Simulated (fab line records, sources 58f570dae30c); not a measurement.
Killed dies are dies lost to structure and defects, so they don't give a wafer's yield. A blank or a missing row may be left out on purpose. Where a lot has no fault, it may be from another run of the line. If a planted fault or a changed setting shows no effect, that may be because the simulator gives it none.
The tool behind it: which one? + flow berkeley_cmos170 + 14 lots, 42 wafers sampled, at 5 steps of a route of 331

== WHAT EACH GAUGE READ, for each wafer ==
UCB170_M3_CD_MEAS_15 targets a cd of 700 nm.
| lot  | measured     | on        | cd_nm (nm)        |
|------|--------------|-----------|-------------------|
| L676 | day 9 09:22  | cd_sem-01 | 698.9 699.0 699.1 |
| L675 | day 9 14:23  | cd_sem-02 | 699.9 699.7 699.7 |
| L677 | day 10 08:43 | cd_sem-01 | 699.7 700.0 700.9 |
| L679 | day 10 10:00 | cd_sem-01 | 699.8 699.4 700.1 |
| L678 | day 10 09:25 | cd_sem-02 | 701.1 699.7 701.0 |
| L683 | day 11 10:58 | cd_sem-01 | 701.1 700.1 701.4 |
| L688 | day 12 00:49 | cd_sem-02 | 701.3 700.6 701.4 |
| L687 | day 12 01:01 | cd_sem-01 | 695.8 696.0       |
| L685 | day 12 05:10 | cd_sem-02 | 699.4 699.4       |
| L689 | day 12 04:36 | cd_sem-02 | 698.5 699.6 698.4 |
| L690 | day 12 04:53 | cd_sem-02 | 697.8 698.4 696.5 |
| L691 | day 13 10:04 | cd_sem-02 | 699.5 699.4 700.2 |
| L693 | day 13 12:05 | cd_sem-02 | 698.3 698.0 698.3 |
| L697 | day 13 13:29 | cd_sem-02 | 697.1 699.7 698.4 |

== WHAT TOOL EACH LOT RAN ON (gives the tool, then ch and the chambers of the sampled wafers, and finally the start) ==
| lot  | UCB170_M1_STRIP_13                   | UCB170_V1_CMP_02              | UCB170_V2_ETCH_14                  | UCB170_V2_STRIP_15                   |
|------|--------------------------------------|-------------------------------|------------------------------------|--------------------------------------|
| L676 | plasma_asher-01 ch 0,1, day 8 17:41  | cmp-01 ch 0,1,2, day 8 19:28  | rie_diel-02 ch 2,3, day 9 02:38    | plasma_asher-03 ch 0,1, day 9 02:49  |
| L675 | plasma_asher-01 ch 0,1, day 8 20:44  | cmp-02 ch 0,2,3, day 8 22:34  | rie_diel-02 ch 2,3, day 9 09:53    | plasma_asher-03 ch 0,1, day 9 10:05  |
| L677 | plasma_asher-03 ch 0,1, day 9 16:15  | cmp-01 ch 0,1, day 9 18:01    | rie_diel-01 ch 2,3, day 10 04:12   | plasma_asher-02 ch 1, day 10 04:23   |
| L679 | plasma_asher-03 ch 0,1, day 9 17:14  | cmp-02 ch 1,2,3, day 9 19:27  | rie_diel-02 ch 1,2, day 10 05:51   | plasma_asher-02 ch 0,1, day 10 06:04 |
| L678 | plasma_asher-01 ch 0,1, day 9 17:19  | cmp-01 ch 0,2,3, day 9 19:21  | rie_diel-04 ch 1,2, day 10 05:22   | plasma_asher-03 ch 0,1, day 10 05:33 |
| L683 | plasma_asher-02 ch 0,1, day 10 14:54 | cmp-02 ch 2,3, day 10 17:18   | rie_diel-01 ch 0,1,3, day 11 08:10 | plasma_asher-04 ch 1, day 11 08:20   |
| L688 | plasma_asher-01 ch 0,1, day 11 07:47 | cmp-01 ch 0,1,2, day 11 10:57 | rie_diel-02 ch 0,1,2, day 11 19:44 | plasma_asher-04 ch 0,1, day 11 19:55 |
| L687 | plasma_asher-02 ch 0, day 11 08:04   | cmp-02 ch 1,2,3, day 11 10:47 | rie_diel-04 ch 0,1,3, day 11 19:57 | plasma_asher-02 ch 0,1, day 11 20:08 |
| L685 | plasma_asher-02 ch 0,1, day 11 09:02 | cmp-01 ch 1,3, day 11 12:05   | rie_diel-04 ch 0,1,3, day 12 02:26 | plasma_asher-04 ch 0,1, day 12 02:37 |
| L689 | plasma_asher-01 ch 0,1, day 11 09:09 | cmp-02 ch 2,3, day 11 12:02   | rie_diel-02 ch 0,2, day 12 01:29   | plasma_asher-04 ch 0,1, day 12 01:39 |
| L690 | plasma_asher-02 ch 0,1, day 11 09:29 | cmp-01 ch 2,3, day 11 12:20   | rie_diel-01 ch 0,2,3, day 12 02:18 | plasma_asher-02 ch 0,1, day 12 02:29 |
| L691 | plasma_asher-01 ch 0,1, day 11 21:51 | cmp-02 ch 0,2,3, day 12 18:46 | rie_diel-01 ch 1,2,3, day 13 07:29 | plasma_asher-02 ch 0,1, day 13 07:40 |
| L693 | plasma_asher-02 ch 0,1, day 11 22:53 | cmp-02 ch 0,1,3, day 12 19:07 | rie_diel-01 ch 1,2,3, day 13 08:53 | plasma_asher-04 ch 0,1, day 13 09:06 |
| L697 | plasma_asher-02 ch 0,1, day 12 20:37 | cmp-02 ch 1,2,3, day 12 23:21 | rie_diel-02 ch 1,2,3, day 13 09:29 | plasma_asher-02 ch 0,1, day 13 09:40 |
- UCB170_M1_STRIP_13: strips in O2.
- UCB170_V1_CMP_02: polishes SiO2.
- UCB170_V2_ETCH_14: etches SiO2 in CHF3/CF4/Ar, stops on Al, target depth 1250 nm, time 291 s.
- UCB170_V2_STRIP_15: strips in O2.

== WHAT THE TOOLS THEMSELVES READ (means of the sampled wafers that have a number; where no wafer has one, the mark that the record gives instead) ==
UCB170_M1_STRIP_13.
| lot  | tool            | drypump_motor_current_A (A) | oes_product_au (a.u.) |
|------|-----------------|-----------------------------|-----------------------|
| L676 | plasma_asher-01 | 5.6                         | 0.721                 |
| L675 | plasma_asher-01 | 5.5                         | 0.716                 |
| L677 | plasma_asher-03 | 6.1                         | 0.724                 |
| L679 | plasma_asher-03 | 6.0                         | 0.720                 |
| L678 | plasma_asher-01 | 5.5                         | 0.724                 |
| L683 | plasma_asher-02 | 6.0                         | 0.714                 |
| L688 | plasma_asher-01 | 5.5                         | 0.721                 |
| L687 | plasma_asher-02 | 5.9                         | 0.722                 |
| L685 | plasma_asher-02 | 6.0                         | 0.716                 |
| L689 | plasma_asher-01 | 5.4                         | 0.718                 |
| L690 | plasma_asher-02 | 6.0                         | 0.720                 |
| L691 | plasma_asher-01 | 5.6                         | 0.720                 |
| L693 | plasma_asher-02 | 6.0                         | 0.721                 |
| L697 | plasma_asher-02 | 6.0                         | 0.722                 |

UCB170_V1_CMP_02.
| lot  | tool   | motor_current_A (A) | platen_rpm (rpm) | retaining_ring_pressure_frac |
|------|--------|---------------------|------------------|------------------------------|
| L676 | cmp-01 | 16.0                | 60.00            | 1.000                        |
| L675 | cmp-02 | 18.6                | 59.99            | 1.001                        |
| L677 | cmp-01 | 17.5                | 60.00            | 1.000                        |
| L679 | cmp-02 | 16.9                | 60.01            | 1.001                        |
| L678 | cmp-01 | 15.6                | 59.98            | 1.000                        |
| L683 | cmp-02 | 18.0                | 59.99            | 1.000                        |
| L688 | cmp-01 | 15.7                | 59.98            | 0.994                        |
| L687 | cmp-02 | 16.7                | 59.96            | 1.000                        |
| L685 | cmp-01 | 17.4                | 60.04            | 0.998                        |
| L689 | cmp-02 | 18.4                | 59.97            | 0.998                        |
| L690 | cmp-01 | 16.7                | 60.05            | 0.999                        |
| L691 | cmp-02 | 17.4                | 60.02            | 0.997                        |
| L693 | cmp-02 | 16.5                | 59.95            | 0.998                        |
| L697 | cmp-02 | 17.1                | 59.97            | 1.001                        |

UCB170_V2_ETCH_14.
| lot  | tool        | CHF3_flow_sccm (sccm) | cf4_flow_sccm (sccm) | drypump_motor_current_A (A) | oes_product_au (a.u.) | throttle_valve_pct (%) |
|------|-------------|-----------------------|----------------------|-----------------------------|-----------------------|------------------------|
| L676 | rie_diel-02 | 45.22                 | 15.01                | 5.6                         | 0.871                 | 6.99                   |
| L675 | rie_diel-02 | 45.12                 | 15.01                | 5.6                         | 0.871                 | 7.01                   |
| L677 | rie_diel-01 | 44.80                 | 14.93                | 6.3                         | 0.866                 | 6.97                   |
| L679 | rie_diel-02 | 45.07                 | 14.96                | 5.7                         | 0.854                 | 7.06                   |
| L678 | rie_diel-04 | 44.98                 | 15.04                | 5.7                         | 0.880                 | 6.91                   |
| L683 | rie_diel-01 | 45.04                 | 15.00                | 5.9                         | 0.877                 | 7.02                   |
| L688 | rie_diel-02 | 44.81                 | 14.99                | 5.4                         | 0.871                 | 6.96                   |
| L687 | rie_diel-04 | 45.04                 | 15.02                | 5.7                         | 0.823                 | 6.96                   |
| L685 | rie_diel-04 | 44.89                 | 15.02                | 5.7                         | 0.811                 | 6.95                   |
| L689 | rie_diel-02 | 45.16                 | 15.00                | 5.3                         | 0.874                 | 6.98                   |
| L690 | rie_diel-01 | 45.02                 | 14.99                | 6.0                         | 0.870                 | 6.96                   |
| L691 | rie_diel-01 | 45.04                 | 15.01                | 6.1                         | 0.880                 | 7.04                   |
| L693 | rie_diel-01 | 44.83                 | 15.02                | 6.1                         | 0.875                 | 7.04                   |
| L697 | rie_diel-02 | 45.04                 | 14.99                | 5.7                         | 0.876                 | 6.97                   |

UCB170_V2_STRIP_15.
| lot  | tool            | drypump_motor_current_A (A) | oes_product_au (a.u.) | strip_time_to_endpoint_s (s) |
|------|-----------------|-----------------------------|-----------------------|------------------------------|
| L676 | plasma_asher-03 | 5.8                         | 0.723                 | 15.17                        |
| L675 | plasma_asher-03 | 6.1                         | 0.722                 | 15.21                        |
| L677 | plasma_asher-02 | 6.1                         | 0.725                 | 15.10                        |
| L679 | plasma_asher-02 | 6.0                         | 0.723                 | 15.18                        |
| L678 | plasma_asher-03 | 6.1                         | 0.717                 | 15.10                        |
| L683 | plasma_asher-04 | 5.5                         | 0.722                 | 15.14                        |
| L688 | plasma_asher-04 | 5.5                         | 0.722                 | 15.23                        |
| L687 | plasma_asher-02 | 6.0                         | 0.728                 | 16.30                        |
| L685 | plasma_asher-04 | 5.4                         | 0.726                 | 16.16                        |
| L689 | plasma_asher-04 | 5.4                         | 0.717                 | 15.09                        |
| L690 | plasma_asher-02 | 6.1                         | 0.728                 | 15.00                        |
| L691 | plasma_asher-02 | 6.0                         | 0.720                 | 15.02                        |
| L693 | plasma_asher-04 | 5.4                         | 0.719                 | 15.07                        |
| L697 | plasma_asher-02 | 6.0                         | 0.722                 | 15.20                        |

== THE ANSWER, worked out from the rows above alone ==
Rule: the usual values come from the lots themselves. The widest of any qualifying gaps counts: lots, ordered by their means at a reading, are off when they make up no more than a third of the lots, leave a main group of 4 or more, and stand apart from it by 3 or more times the standard deviation of that group's means. The tables above print the reading to a certain number of digits; a main group whose means all agree to those digits is not used. A lot without any number at a reading at which 4 lots or more have one is off too. Where the step has rows for the other lots, those lots are counted as sound. The gauges are gone through in route order, then the tools' own readings, and for those a lot's mean is taken as printed above. The first step at which some lot is off is used, and at that step the reading that is off furthest; a lot without a number counts as furthest.
Off, at UCB170_V2_ETCH_14 on oes_product_au: L687, L685. The main group: mean 0.872 a.u., standard deviation 0.0068.
A tool fits if, at that step or a process step before it, it ran every lot that is off, and no sound lot after the first of them. One fits: rie_diel-04 at UCB170_V2_ETCH_14. A fault onset in the window from L678 (day 10 05:22, its last sound lot) to L687 (day 11 19:57, its first lot off) fits.
The tool's own readings at UCB170_V2_ETCH_14 bear it out: on the lots that are off they differ by more than 5 times the standard deviation of the sound lots' means. oes_product_au reads 0.817 a.u. there against 0.872 a.u. on the sound lots.

== WHAT THE SIMULATOR PUT IN ==
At UCB170_V2_ETCH_14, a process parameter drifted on rie_diel-04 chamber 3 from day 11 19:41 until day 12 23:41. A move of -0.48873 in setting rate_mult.
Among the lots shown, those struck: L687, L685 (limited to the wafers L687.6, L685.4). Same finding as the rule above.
